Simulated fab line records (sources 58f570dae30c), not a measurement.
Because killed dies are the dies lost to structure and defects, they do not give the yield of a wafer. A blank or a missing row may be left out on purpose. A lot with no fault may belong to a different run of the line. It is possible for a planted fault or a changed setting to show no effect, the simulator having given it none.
fab line records + flow berkeley_cmos170 + part 2 of 2: steps 29 to 40 of 40
record:
- lots: 5
- wafers: 15
- last_day: 11
route steps=331 shown ACTIVE@66 PFIELD@79 FIELD@89 SACOX@97 SCREENOX@100 NVT@104
lots that met no fault: taken from a fault-free run of the same line
start_h: the number of hours between the record's first day and the start of the first shown wafer of the lot + wait_h: how many hours have passed since the lot's step before this one + " unchanged from the row above + L1.1+2: a row that stands for several wafers + - no value present, or no start provided + * or withheld: withheld + < > ~ a bound
route shown NAME@n: names a module that has steps shown in the file, with the first one's number in the route + usual: mean and standard deviation over wafers with no fault + same: alike in all rows + chamber/n: place in a boat + sites: each site's reading + _std_site: the values' standard deviation + _edge_site: inner sites' mean taken away from outer sites' mean + radius_mm: how far each site lies from the wafer's centre + mask NAME#n: copy n + behind: tool/chamber where the wafer was last shaped + hold: why the lot went on hold/how many hours it stayed there/how the hold came to an end + device: whichever transistor did not switch (one of n, p or np) + end of line: the route-end tests of the same wafers + step lacking rows: just its recipe + killed: not the wafer's yield, but the dies lost to structure and defects at the first sort + map: dies across one wafer; x = killed, . = not, _ = none there
set.NAME: the run value of the setting; set.NAME@STEP: its run value at that earlier step + model.NAME: the simulator's own value behind a step, which no gauge read
lots at selected steps of the route; one table per step, one row per wafer
services: a tool's chamber out of use, with start hour (start_h, from the record's first day; less than 0 if before it), hours out, and reason
== steps ==
step: UCB170_FIELD_WET_ETCH_05
recipe:
- chemistry: H3PO4
- target: Si3N4
- temp_c: 160
- time_s: 12600
| lot.wafer  | tool         | chamber | start_h | wait_h |
|------------|--------------|---------|---------|--------|
| L079.1+4+5 | wet_bench-03 | 2       | 111.06  | 0.0    |
| L086.1+3+6 | wet_bench-03 | 0       | 146.67  | 0.0    |
| L090.1+4+5 | wet_bench-04 | 0       | 160.68  | 0.0    |
| L092.2+4+5 | wet_bench-02 | 2       | 176.87  | 0.0    |
| L095.2+4+6 | wet_bench-04 | 3       | 195.38  | 0.3    |
step: UCB170_FIELD_WET_ETCH_06
recipe:
- chemistry: BOE
- dilution: 5:1
- target: SiO2
- temp_c: 25
- time_s: 22
| lot.wafer  | tool         | chamber | start_h | wait_h |
|------------|--------------|---------|---------|--------|
| L079.1+4+5 | wet_bench-02 | 0       | 114.58  | 0.0    |
| L086.1+3+6 | wet_bench-04 | 3       | 150.18  | 0.0    |
| L090.1+4+5 | wet_bench-03 | 3       | 164.63  | 0.1    |
| L092.2+4+5 | wet_bench-03 | 2       | 180.51  | 0.1    |
| L095.2+4+6 | wet_bench-04 | 3       | 199.06  | 0.2    |
step: UCB170_FIELD_THK_MEAS_90
recipe:
- reads: SiO2_of_FIELD_OXIDATION_01
usual:
- FIELD_OXIDE_LEFT_1_THK: 441/9
| lot.wafer | tool          | chamber | start_h | wait_h | FIELD_OXIDE_LEFT_1_THK[nm] |
|-----------|---------------|---------|---------|--------|----------------------------|
| L079.1    | film_metro-01 | -       | 114.60  | 0.0    | 460                        |
| L079.4    | "             | -       | "       | "      | 464                        |
| L079.5    | "             | -       | "       | "      | 454                        |
| L086.1    | film_metro-02 | -       | 150.19  | 0.0    | 458                        |
| L086.3    | "             | -       | "       | "      | 444                        |
| L086.6    | "             | -       | "       | "      | 459                        |
| L090.1    | film_metro-02 | -       | 164.64  | 0.0    | 436                        |
| L090.4    | "             | -       | "       | "      | 440                        |
| L090.5    | "             | -       | "       | "      | 424                        |
| L092.2    | film_metro-01 | -       | 180.53  | 0.0    | 449                        |
| L092.4    | "             | -       | "       | "      | 444                        |
| L092.5    | "             | -       | "       | "      | 452                        |
| L095.2    | film_metro-01 | -       | 199.09  | 0.0    | 457                        |
| L095.4    | "             | -       | "       | "      | 445                        |
| L095.6    | "             | -       | "       | "      | 447                        |
step: UCB170_SACOX_CLEAN_00
recipe:
- chemistry: dHF
- dilution: 25:1
- time_s: 7.5
| lot.wafer  | tool         | chamber | start_h | wait_h |
|------------|--------------|---------|---------|--------|
| L079.1+4+5 | wet_bench-01 | 2       | 114.76  | 0.2    |
| L086.1+3+6 | wet_bench-03 | 2       | 150.25  | 0.1    |
| L090.1+4+5 | wet_bench-03 | 2       | 164.70  | 0.1    |
| L092.2+4+5 | wet_bench-03 | 1       | 180.70  | 0.2    |
| L095.2+4+6 | wet_bench-01 | 2       | 199.57  | 0.5    |
step: UCB170_SACOX_OXIDATION_01
recipe:
- temp_c: 900
- ambient: O2
- target_thk_a: 144
- ox_time_s: 2400
usual:
- zone_power_load_pct: 23.6/2.5
| lot.wafer | tool       | chamber | start_h | wait_h | zone_power_load_pct |
|-----------|------------|---------|---------|--------|---------------------|
| L079.1    | furnace-03 | 0       | 116.35  | 1.6    | 27.1                |
| L079.4    | "          | 0       | "       | "      | 27.6                |
| L079.5    | "          | 0       | "       | "      | 27.6                |
| L086.1    | furnace-03 | 0       | 151.85  | 1.6    | 27.6                |
| L086.3    | "          | 0       | "       | "      | 27.3                |
| L086.6    | "          | 0       | "       | "      | 27.5                |
| L090.1    | furnace-04 | 0       | 164.76  | 0.0    | 21.6                |
| L090.4    | "          | 0       | "       | "      | 22.1                |
| L090.5    | "          | 0       | "       | "      | 21.6                |
| L092.2    | furnace-03 | 0       | 182.27  | 1.6    | 27.8                |
| L092.4    | "          | 0       | "       | "      | 27.2                |
| L092.5    | "          | 0       | "       | "      | 27.1                |
| L095.2    | furnace-03 | 0       | 203.08  | 3.5    | 27.9                |
| L095.4    | "          | 0       | "       | "      | 27.6                |
| L095.6    | "          | 0       | "       | "      | 26.8                |
step: UCB170_SACOX_THK_MEAS_02
recipe:
- reads: SiO2_of_SACOX_OXIDATION_01
usual:
- SACOX_OXIDE_THK: 14.37/0.21
| lot.wafer | tool          | chamber | start_h | wait_h | SACOX_OXIDE_THK[nm] |
|-----------|---------------|---------|---------|--------|---------------------|
| L079.1    | film_metro-03 | -       | 118.01  | 0.0    | 13.91               |
| L079.4    | "             | -       | "       | "      | 14.16               |
| L079.5    | "             | -       | "       | "      | 14.07               |
| L086.1    | film_metro-03 | -       | 153.52  | 0.0    | 14.40               |
| L086.3    | "             | -       | "       | "      | 14.48               |
| L086.6    | "             | -       | "       | "      | 14.45               |
| L090.1    | film_metro-03 | -       | 166.48  | 0.1    | 13.98               |
| L090.4    | "             | -       | "       | "      | 13.97               |
| L090.5    | "             | -       | "       | "      | 14.17               |
| L092.2    | film_metro-03 | -       | 183.94  | 0.0    | 14.47               |
| L092.4    | "             | -       | "       | "      | 14.26               |
| L092.5    | "             | -       | "       | "      | 14.30               |
| L095.2    | film_metro-04 | -       | 204.76  | 0.0    | 14.56               |
| L095.4    | "             | -       | "       | "      | 14.53               |
| L095.6    | "             | -       | "       | "      | 14.48               |
step: UCB170_SCREENOX_WET_ETCH_00
recipe:
- chemistry: dHF
- dilution: 25:1
- target: SiO2
- temp_c: 25
- time_s: 200
| lot.wafer  | tool         | chamber | start_h | wait_h |
|------------|--------------|---------|---------|--------|
| L079.1+4+5 | wet_bench-03 | 0       | 118.22  | 0.2    |
| L086.1+3+6 | wet_bench-03 | 1       | 153.58  | 0.1    |
| L090.1+4+5 | wet_bench-03 | 1       | 166.55  | 0.1    |
| L092.2+4+5 | wet_bench-03 | 0       | 184.00  | 0.0    |
| L095.2+4+6 | wet_bench-03 | 0       | 204.81  | 0.0    |
step: UCB170_SCREENOX_OXIDATION_01
recipe:
- temp_c: 900
- ambient: O2
- target_thk_a: 144
- ox_time_s: 2400
usual:
- zone_power_load_pct: 23.2/1.8
| lot.wafer | tool       | chamber | start_h | wait_h | zone_power_load_pct |
|-----------|------------|---------|---------|--------|---------------------|
| L079.1    | furnace-04 | 0       | 120.87  | 2.6    | 22.1                |
| L079.4    | "          | 0       | "       | "      | 21.8                |
| L079.5    | "          | 0       | "       | "      | 22.1                |
| L086.1    | furnace-02 | 0       | 155.74  | 2.1    | 26.6                |
| L086.3    | "          | 0       | "       | "      | 26.2                |
| L086.6    | "          | 0       | "       | "      | 26.7                |
| L090.1    | furnace-04 | 0       | 168.09  | 1.5    | 21.7                |
| L090.4    | "          | 0       | "       | "      | 21.9                |
| L090.5    | "          | 0       | "       | "      | 21.8                |
| L092.2    | furnace-02 | 0       | 185.68  | 1.6    | 26.6                |
| L092.4    | "          | 0       | "       | "      | 26.8                |
| L092.5    | "          | 0       | "       | "      | 26.6                |
| L095.2    | furnace-01 | 0       | 206.71  | 1.8    | 22.6                |
| L095.4    | "          | 0       | "       | "      | 22.7                |
| L095.6    | "          | 0       | "       | "      | 22.8                |
step: UCB170_SCREENOX_THK_MEAS_02
recipe:
- reads: SiO2_of_SCREENOX_OXIDATION_01
usual:
- SCREENOX_OXIDE_THK: 14.37/0.21
| lot.wafer | tool          | chamber | start_h | wait_h | SCREENOX_OXIDE_THK[nm] |
|-----------|---------------|---------|---------|--------|------------------------|
| L079.1    | film_metro-03 | -       | 122.53  | 0.0    | 14.12                  |
| L079.4    | "             | -       | "       | "      | 14.39                  |
| L079.5    | "             | -       | "       | "      | 14.48                  |
| L086.1    | film_metro-02 | -       | 157.41  | 0.0    | 14.39                  |
| L086.3    | "             | -       | "       | "      | 14.47                  |
| L086.6    | "             | -       | "       | "      | 14.64                  |
| L090.1    | film_metro-04 | -       | 169.76  | 0.0    | 14.06                  |
| L090.4    | "             | -       | "       | "      | 14.22                  |
| L090.5    | "             | -       | "       | "      | 14.13                  |
| L092.2    | film_metro-02 | -       | 187.36  | 0.0    | 14.47                  |
| L092.4    | "             | -       | "       | "      | 14.57                  |
| L092.5    | "             | -       | "       | "      | 14.37                  |
| L095.2    | film_metro-02 | -       | 208.38  | 0.0    | 14.46                  |
| L095.4    | "             | -       | "       | "      | 14.29                  |
| L095.6    | "             | -       | "       | "      | 14.53                  |
step: UCB170_SCREENOX_ANNEAL_03
recipe:
- temp_c: 900
- time_s: 900
- ambient: N2
usual:
- zone_power_load_pct: 23.5/2
| lot.wafer | tool       | chamber | start_h | wait_h | zone_power_load_pct |
|-----------|------------|---------|---------|--------|---------------------|
| L079.1    | furnace-02 | 0       | 128.18  | 5.6    | 26.6                |
| L079.4    | "          | 0       | "       | "      | 26.3                |
| L079.5    | "          | 0       | "       | "      | 26.8                |
| L086.1    | furnace-01 | 0       | 160.02  | 2.6    | 22.3                |
| L086.3    | "          | 0       | "       | "      | 22.8                |
| L086.6    | "          | 0       | "       | "      | 22.6                |
| L090.1    | furnace-04 | 0       | 172.76  | 3.0    | 21.7                |
| L090.4    | "          | 0       | "       | "      | 22.2                |
| L090.5    | "          | 0       | "       | "      | 21.6                |
| L092.2    | furnace-02 | 0       | 190.10  | 2.7    | 26.7                |
| L092.4    | "          | 0       | "       | "      | 26.7                |
| L092.5    | "          | 0       | "       | "      | 26.5                |
| L095.2    | furnace-04 | 0       | 211.14  | 2.7    | 21.9                |
| L095.4    | "          | 0       | "       | "      | 21.8                |
| L095.6    | "          | 0       | "       | "      | 21.6                |
step: UCB170_NVT_HMDS_00
recipe:
- prime_time_s: 60
- prime_temp_c: 100
usual:
- prime_temp_c: 100.00/0.13
same:
- prime_time_s: 60
| lot.wafer | tool           | chamber | start_h | wait_h | prime_temp_c |
|-----------|----------------|---------|---------|--------|--------------|
| L079.1    | litho_track-03 | 0       | 129.65  | 0.2    | 100.11       |
| L079.4    | "              | 0       | "       | "      | 99.97        |
| L079.5    | "              | 0       | "       | "      | 100.12       |
| L086.1    | litho_track-02 | 0       | 161.27  | 0.0    | 100.01       |
| L086.3    | "              | 0       | "       | "      | 100.05       |
| L086.6    | "              | 0       | "       | "      | 99.89        |
| L090.1    | litho_track-03 | 0       | 174.19  | 0.2    | 99.97        |
| L090.4    | "              | 0       | "       | "      | 99.98        |
| L090.5    | "              | 0       | "       | "      | 100.02       |
| L092.2    | litho_track-02 | 0       | 191.37  | 0.0    | 100.25       |
| L092.4    | "              | 0       | "       | "      | 100.05       |
| L092.5    | "              | 0       | "       | "      | 99.96        |
| L095.2    | litho_track-03 | 0       | 212.42  | 0.0    | 99.96        |
| L095.4    | "              | 0       | "       | "      | 100.04       |
| L095.6    | "              | 0       | "       | "      | 100.11       |
step: UCB170_NVT_COAT_01
recipe:
- resist: KrF
- spin_rpm: 1500
- resist_thk_nm: 900
usual:
- dispense_pressure_kPa: 52/3.3
| lot.wafer | tool           | chamber | start_h | wait_h | dispense_pressure_kPa |
|-----------|----------------|---------|---------|--------|-----------------------|
| L079.1    | litho_track-03 | 0       | 129.80  | 0.1    | 49                    |
| L079.4    | "              | 0       | "       | "      | 49                    |
| L079.5    | "              | 0       | "       | "      | 49                    |
| L086.1    | litho_track-02 | 0       | 161.42  | 0.1    | 56                    |
| L086.3    | "              | 0       | "       | "      | 56                    |
| L086.6    | "              | 0       | "       | "      | 56                    |
| L090.1    | litho_track-03 | 0       | 174.34  | 0.1    | 49                    |
| L090.4    | "              | 0       | "       | "      | 49                    |
| L090.5    | "              | 0       | "       | "      | 49                    |
| L092.2    | litho_track-02 | 0       | 191.52  | 0.1    | 56                    |
| L092.4    | "              | 0       | "       | "      | 56                    |
| L092.5    | "              | 0       | "       | "      | 56                    |
| L095.2    | litho_track-03 | 0       | 212.57  | 0.1    | 49                    |
| L095.4    | "              | 0       | "       | "      | 49                    |
| L095.6    | "              | 0       | "       | "      | 49                    |
== services ==
| tool            | chamber | start_h | hours | kind        |
|-----------------|---------|---------|-------|-------------|
| furnace-01      | -       | 74.47   | 3.7   | pm          |
| krf_scanner-02  | -       | 95.69   | 0.8   | pm          |
| krf_scanner-02  | -       | 96.56   | 1.0   | repair      |
| krf_scanner-01  | -       | 104.04  | 0.7   | repair      |
| plasma_asher-03 | -       | 108.75  | 9.0   | pm          |
| plasma_asher-03 | 0       | 108.75  | 9.0   | vent_cycle  |
| krf_scanner-02  | -       | 111.18  | 1.0   | pm          |
| rie_diel-04     | 2       | 126.02  | 7.5   | repair      |
| rie_diel-04     | 1       | 131.23  | 8.4   | repair      |
| krf_scanner-02  | -       | 135.10  | 1.3   | pm          |
| plasma_asher-03 | -       | 139.28  | 9.0   | repair      |
| rie_diel-04     | -       | 155.29  | 2.0   | repair      |
| furnace-02      | -       | 157.41  | 3.1   | pm          |
| krf_scanner-02  | -       | 163.53  | 3.2   | repair      |
| rie_diel-04     | 1       | 165.85  | 1.8   | repair      |
| rie_diel-03     | 0       | 169.27  | 5.4   | repair      |
| implanter-02    | -       | 169.32  | 4.0   | repair      |
| krf_scanner-01  | -       | 177.70  | 1.0   | pm          |
| rie_diel-04     | -       | 178.74  | 2.8   | pm          |
| krf_scanner-01  | 0       | 178.90  | -     | calibration |
| krf_scanner-01  | -       | 187.46  | 1.3   | pm          |
| wet_bench-03    | -       | 188.77  | 6.8   | repair      |
| furnace-01      | -       | 190.32  | 2.7   | pm          |
| krf_scanner-02  | -       | 199.85  | 0.3   | repair      |
